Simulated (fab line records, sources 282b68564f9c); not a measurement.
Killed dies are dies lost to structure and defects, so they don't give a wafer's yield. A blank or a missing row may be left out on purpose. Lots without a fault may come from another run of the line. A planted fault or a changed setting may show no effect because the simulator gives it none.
fab line records | flow rit_cmos
record lots=4 wafers=12 last_day=8
route steps=202 shown SDANNEAL@156 SILICIDE@161 CONTACT@168 M1@184
lots that met no fault: from a run of the same line without faults
start_h: hours from the record's first day to the start of the lot's first wafer shown | wait_h: hours since the lot's step before | " the same as in the row above | L1.1+2: a row that stands for several wafers | - no value, or no start given | * or withheld: withheld | < > ~ a bound
route shown NAME@n: a module of which the file shows steps, and the number in the route of the first | usual: mean/standard deviation of fault-free wafers | same: alike in all rows | chamber/n: place in a boat | sites: the reading at each site | _std_site: their standard deviation | _edge_site: outer sites' mean less inner sites' | radius_mm: how far each site lies from the wafer's centre | mask NAME#n: copy n | behind: the tool/chamber that last shaped the wafer | hold: why the lot was held/for how many hours/how that ended | device: the transistor (n, p or np) that didn't switch | end of line: the same wafers' tests at the end of the route | a step without rows: its recipe alone | killed: dies lost to structure and defects at the first sort, not the wafer's yield | map: a wafer's dies, x killed, . not, _ none there
set.NAME: the setting as run; set.NAME@STEP: as run at that earlier step | model.NAME: the simulator's own value behind a step, which no gauge read
lots at some steps of the route; a table a step, a row a wafer
services: from which hour (start_h, from the record's first day; less than 0 if before it) a tool's chamber was out of use, for how many hours, and why
## steps
# step RIT_SDANNEAL_RTA_03
# recipe temp_c=1050 time_s=5 idle_temp_c=600 ramp_up_c_per_s=342 ramp_down_c_per_s=171 cool_to_c=600 ambient=N2
# step RIT_SILICIDE_WET_ETCH_00
# recipe chemistry=BOE target=SiO2 target_depth_nm=14 time_s=15 dry=n2_spin dilution=10:1 temp_c=21.5
# step RIT_SILICIDE_SPUTTER_01
# recipe material=Ti target_thk_nm=30 power_w=350 chamber_pressure_pa=0.667 gas=Ar time_s=240 substrate_temp_c=25
# step RIT_SILICIDE_RTA_04
# recipe temp_c=650 time_s=10 idle_temp_c=25 ramp_up_s=5 ramp_down_s=5 cool_to_c=25 ambient=N2
# step RIT_SILICIDE_WET_ETCH_05
# recipe chemistry=SPM target=Ti temp_c=90 time_s=120 dry=n2_spin
# step RIT_SILICIDE_RTA_06
# recipe temp_c=750 time_s=10 idle_temp_c=25 ramp_up_s=5 ramp_down_s=10 cool_to_c=25 ambient=N2
# step RIT_CONTACT_CVD_00
# recipe material=SiO2 target_thk_nm=400 precursor=TEOS temp_c=390 time_s=61 rf_w=400
# usual heater_power_w=311/49 run_length_s=88.8/0.46
# columns lot.wafer tool chamber start_h wait_h heater_power_w run_length_s model.SiO2_of_CONTACT_CVD_00.thk_nm
L930.1 pecvd-01 0 93.39 0.1 304 84.2 360.1
L930.3 " 2 " " 261 88.7 393.7
L930.5 " 1 " " 377 89.3 401
L933.1 pecvd-01 1 107.24 0.1 287 89.0 398.7
L933.3 " 0 " " 355 84.8 368
L933.5 " 0 " " 357 84.1 373.9
L943.1 pecvd-01 1 173.75 0.1 374 89.1 387.2
L943.2 " 0 " " 281 89.1 390.1
L943.5 " 1 " " 373 88.6 396.4
L942.2 pecvd-03 2 174.22 0.0 359 88.6 401.8
L942.3 " 0 " " 311 88.5 397.7
L942.5 " 1 " " 372 88.0 408.6
# step RIT_CONTACT_THK_MEAS_01
# recipe reads=SiO2_of_CONTACT_CVD_00
# usual CONTACT_TEOS_THK=401/5.9
# columns lot.wafer tool chamber start_h wait_h CONTACT_TEOS_THK[nm]
L930.1 film_metro-02 - 93.44 0.0 360
L930.3 " - " " 394
L930.5 " - " " 401
L933.1 film_metro-03 - 107.29 0.0 399
L933.3 " - " " 368
L933.5 " - " " 374
L943.1 film_metro-03 - 173.80 0.0 387
L943.2 " - " " 390
L943.5 " - " " 396
L942.2 film_metro-01 - 174.28 0.0 402
L942.3 " - " " 398
L942.5 " - " " 408
# step RIT_CONTACT_HMDS_02
# recipe prime_time_s=60 prime_temp_c=140
# step RIT_CONTACT_COAT_03
# recipe resist=NOVOLAK spin_rpm=3250 resist_thk_nm=1000
# step RIT_CONTACT_SOFTBAKE_04
# recipe resist=NOVOLAK temp_c=90 time_s=60
# step RIT_CONTACT_EXPOSE_05
# recipe mask_id=M11 na=0.6 source_shape=conventional sigma_outer=0.5 target_cd_nm=1000 dose_mj=250
# step RIT_CONTACT_PEB_06
# recipe resist=NOVOLAK temp_c=withheld time_s=withheld
# step RIT_CONTACT_DEVELOP_07
# recipe resist=NOVOLAK develop_time_s=120 dev_temp_c=23
# step RIT_CONTACT_HARDBAKE_10
# recipe resist=NOVOLAK temp_c=140 time_s=60
# step RIT_CONTACT_ETCH_11
# recipe target_depth_a=4800 over_etch_frac=0.2 stop_on=TiSi2 chemistry=CHF3/CF4/Ar target=SiO2 CHF3_flow_sccm=50 cf4_flow_sccm=10 Ar_flow_sccm=100 O2_flow_sccm=5 pressure_mtorr=100 rf_w=200 time_s=320
# usual cf4_flow_sccm=10.001/0.027 drypump_motor_current_A=5.4/0.43 mfc_ar_sccm=99.97/0.29 oes_product_au=0.984/0.018 throttle_valve_pct=8.88/0.14
# columns lot.wafer tool chamber start_h wait_h cf4_flow_sccm drypump_motor_current_A mfc_ar_sccm oes_product_au rf_hours_counter_h throttle_valve_pct model.etch.depth_nm model.CONTACT.feature_depth_nm
L930.1 rie_diel-03 3 94.78 0.1 9.982 5.8 99.96 0.997 100 8.86 360.1 360.1
L930.3 " 0 " " 9.957 5.3 100.10 0.968 139 8.64 393.7 393.7
L930.5 " 3 " " 10.006 5.8 99.73 1.016 - 8.85 401 401
L933.1 rie_diel-02 0 108.75 0.1 9.987 5.4 99.47 0.974 69 8.82 398.7 398.7
L933.3 " 1 " " 10.011 5.4 99.66 0.996 44 8.87 368 368
L933.5 " 1 " " 10.014 5.4 99.90 0.995 - 8.87 373.9 373.9
L943.1 rie_diel-03 2 175.30 0.1 10.046 5.1 100.07 0.954 4 8.94 387.2 387.2
L943.2 " 1 " " 9.979 5.2 100.28 0.980 1 9.09 390.1 390.1
L943.5 " 3 " " 10.015 5.8 100.13 1.003 - 8.86 396.4 396.4
L942.2 rie_diel-02 3 175.66 0.1 9.986 4.8 100.05 0.968 144 9.10 401.8 401.8
L942.3 " 1 " " 9.985 5.4 99.44 0.996 45 8.88 397.7 397.7
L942.5 " 0 " " 10.003 5.4 99.95 0.984 - 8.84 408.6 408.6
# step RIT_CONTACT_STRIP_12
# recipe chemistry=O2 time_s=180 resist=NOVOLAK platen_temp_c=withheld power_w=500 pressure_mtorr=4000 o2_flow_sccm=4000
# step RIT_CONTACT_CLEAN_13
# recipe chemistry=SC1 mix=3:3:50 time_s=600 temp_c=75
# step RIT_CONTACT_CLEAN_14
# recipe chemistry=SC2 mix=3:3:50 time_s=600 temp_c=75 dry=n2_spin
# step RIT_M1_SPUTTER_00
# recipe material=Al target_thk_nm=400 power_w=2000 chamber_pressure_pa=0.4 gas=Ar time_s=500 substrate_temp_c=25
# step RIT_M1_HMDS_03
# recipe prime_time_s=60 prime_temp_c=140
# step RIT_M1_COAT_04
# recipe resist=NOVOLAK spin_rpm=2000 resist_thk_nm=1300
# step RIT_M1_SOFTBAKE_05
# recipe resist=NOVOLAK temp_c=90 time_s=60
# step RIT_M1_EXPOSE_06
# recipe mask_id=M12 na=0.6 source_shape=conventional sigma_outer=0.5 target_cd_nm=2600 dose_mj=250
# step RIT_M1_PEB_07
# recipe resist=NOVOLAK temp_c=withheld time_s=withheld
# step RIT_M1_DEVELOP_08
# recipe resist=NOVOLAK develop_time_s=68 dev_temp_c=23
# step RIT_M1_HARDBAKE_11
# recipe resist=NOVOLAK temp_c=140 time_s=120
# step RIT_M1_METAL_ETCH_12
# recipe stop_on=SiO2 chemistry=Cl2/BCl3 target=Al time_s=165 over_etch_frac=0.5 pressure_mtorr=100 target_depth_a=6000 rf_w=250 Cl2_flow_sccm=60 bcl3_flow_sccm=50
# usual drypump_motor_current_A=5.71/0.26 oes_product_au=0.781/0.011 throttle_valve_pct=8.26/0.13
# columns lot.wafer tool chamber start_h wait_h drypump_motor_current_A oes_product_au rf_hours_counter_h throttle_valve_pct model.SiO2_of_CONTACT_CVD_00.thk_nm
L930.1 rie_metal-01 0 97.39 0.2 5.88 0.787 4.5 8.26 323
L930.3 " 0 " " 5.87 0.785 - 8.25 356.4
L930.5 " 0 " " 5.84 0.780 - 8.26 363.9
L933.1 rie_metal-01 0 111.37 0.2 5.88 0.795 4.7 8.25 361.6
L933.3 " 0 " " 5.88 0.793 - 8.25 330.9
L933.5 " 1 " " 5.58 0.794 - 8.11 336.6
L943.1 rie_metal-01 1 177.92 0.2 5.60 0.780 5.0 8.12 350.1
L943.2 " 0 " " 5.87 0.786 5.4 8.25 352.9
L943.5 " 1 " " 5.61 0.784 - 8.11 359.3
L942.2 rie_metal-02 1 178.46 0.2 6.04 0.792 3.8 8.08 365.4
L942.3 " 0 " " 5.39 0.768 - 8.40 361.7
L942.5 " 0 " " 5.41 0.763 - 8.38 372.4
# step RIT_M1_STRIP_13
# recipe chemistry=nmp resist=NOVOLAK temp_c=80 time_s=600 dry=n2_spin
# step RIT_M1_PROBE_99
# usual killed_at_front_end=6.6/2.7 killed_dies=6.7/2.7 killed_open=3.4/2 killed_short=3.2/1.8
# same gross_dies=264 killed_at_M0_to_M3=0 killed_at_M4_up=0 killed_at_back_side=0 killed_at_contacts=0 killed_at_other=0
# columns lot.wafer tool chamber start_h wait_h killed_at_front_end killed_dies killed_open killed_short model.etest.field_p_metal.vt_v model.etest.antenna_contact.vt_shift_v
L930.1 prober-02 - 99.66 0.1 6 6 6 0 -26.67 -0.02013
L930.3 prober-02 - 99.76 0.2 4 4 1 3 -27.98 -0.007247
L930.5 prober-02 - 99.86 0.2 5 5 3 2 -28.38 -0.01254
L933.1 prober-01 - 114.71 0.1 6 6 3 3 -29.25 -0.01012
L933.3 prober-01 - 114.81 0.2 2 2 1 1 -27.27 -0.01606
L933.5 prober-01 - 114.91 0.2 6 6 3 3 -27.68 -0.01253
L943.1 prober-02 - 180.17 0.1 5 5 1 4 -28.59 -0.01069
L943.2 prober-02 - 180.22 0.1 10 10 6 4 -29.05 -0.01818
L943.5 prober-02 - 180.37 0.2 12 12 8 4 -28.82 -0.008836
L942.2 prober-01 - 181.72 0.1 6 6 2 4 -28.91 -0.01664
L942.3 prober-01 - 181.77 0.2 2 2 2 0 -28.83 -0.01708
L942.5 prober-01 - 181.87 0.2 4 4 2 2 -29.17 -0.005719
# killed by level:class
L930.1 GATE:geometric_particle:open=5 REOX:geometric_particle:open=1
L930.3 FOX2:geometric_particle:short=1 GATE:geometric_particle:short=1 SPACER:geometric_particle:open=1 SILICIDE:geometric_particle:short=1
L930.5 GATE:geometric_particle:short=2 FOX2:geometric_particle:open=1 GATE:geometric_particle:open=1 SILICIDE:geometric_particle:open=1
L933.1 GATE:geometric_particle:open=1 REOX:geometric_particle:short=1 REOX:geometric_particle:open=1 SPACER:geometric_particle:short=1 SILICIDE:geometric_particle:open=1 SILICIDE:geometric_particle:short=1
L933.3 GATE:geometric_particle:open=1 REOX:geometric_particle:short=1
L933.5 GATE:geometric_particle:open=2 GATE:geometric_particle:short=1 REOX:geometric_particle:open=1 REOX:geometric_particle:short=1 SILICIDE:geometric_particle:short=1
L943.1 FOX1:geometric_particle:short=1 FOX1:geometric_particle:open=1 FOX2:geometric_particle:short=1 GATE:geometric_particle:short=1 SPACER:geometric_particle:short=1
L943.2 FOX2:geometric_particle:open=4 GATE:geometric_particle:short=3 GATE:geometric_particle:open=1 REOX:geometric_particle:short=1 REOX:geometric_particle:open=1
L943.5 GATE:geometric_particle:open=3 SILICIDE:geometric_particle:open=3 FOX1:geometric_particle:short=1 FOX1:geometric_particle:open=1 GATE:geometric_particle:short=1 REOX:geometric_particle:short=1 SPACER:geometric_particle:short=1 SPACER:geometric_particle:open=1
L942.2 SPACER:geometric_particle:short=2 FOX2:geometric_particle:short=1 GATE:geometric_particle:open=1 SPACER:geometric_particle:open=1 SILICIDE:geometric_particle:short=1
L942.3 GATE:geometric_particle:open=1 SILICIDE:geometric_particle:open=1
L942.5 FOX1:geometric_particle:open=1 GATE:geometric_particle:open=1 GATE:geometric_particle:short=1 SPACER:geometric_particle:short=1
## services
# columns tool chamber start_h hours kind
rie_diel-03 1 81.68 - clean
rie_diel-03 1 81.68 24.8 scheduled_down
rie_diel-03 1 81.68 24.8 vent_cycle
rie_diel-02 0 89.08 2.4 repair
rie_metal-01 - 90.10 0.4 repair
rie_metal-02 - 125.88 1.9 repair
rie_metal-01 1 153.16 5.3 repair
rie_metal-01 - 166.61 0.3 repair
## key
first_sign step=RIT_CONTACT_CVD_00 reading=run_length_s direction=down sigmas=9.8 usual=* struck=*
effect step=RIT_CONTACT_THK_MEAS_01 reading=CONTACT_TEOS_THK direction=down sigmas=5.7 usual=401 struck=367
model_effect step=RIT_CONTACT_CVD_00 value=SiO2_of_CONTACT_CVD_00.thk_nm without=399.9 struck=367.4
model_effect step=RIT_CONTACT_ETCH_11 value=etch.depth_nm without=399.9 struck=367.4
model_effect step=RIT_M1_METAL_ETCH_12 value=SiO2_of_CONTACT_CVD_00.thk_nm without=362.7 struck=330.2
model_effect step=RIT_M1_PROBE_99 value=etest.field_p_metal.vt_v without=-29.02 struck=-27.21
met_at RIT_CONTACT_CVD_00
struck_wafers L930.1,L933.3,L933.5
tester_left_out L930,L933
fault kind=process_parameter_drift tool=pecvd-01 chamber=0 onset_h=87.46 steps=RIT_CONTACT_CVD_00 channel=time_s offset=* shape=step end_h=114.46 stated=*
# tester_left_out: of these lots the tester's yield and bins aren't shown, on N5 and GAA mostly nor the transistor test; their killed dies are dies lost to structure and defects alone, not to doping, threshold or leakage, so they don't give the yield
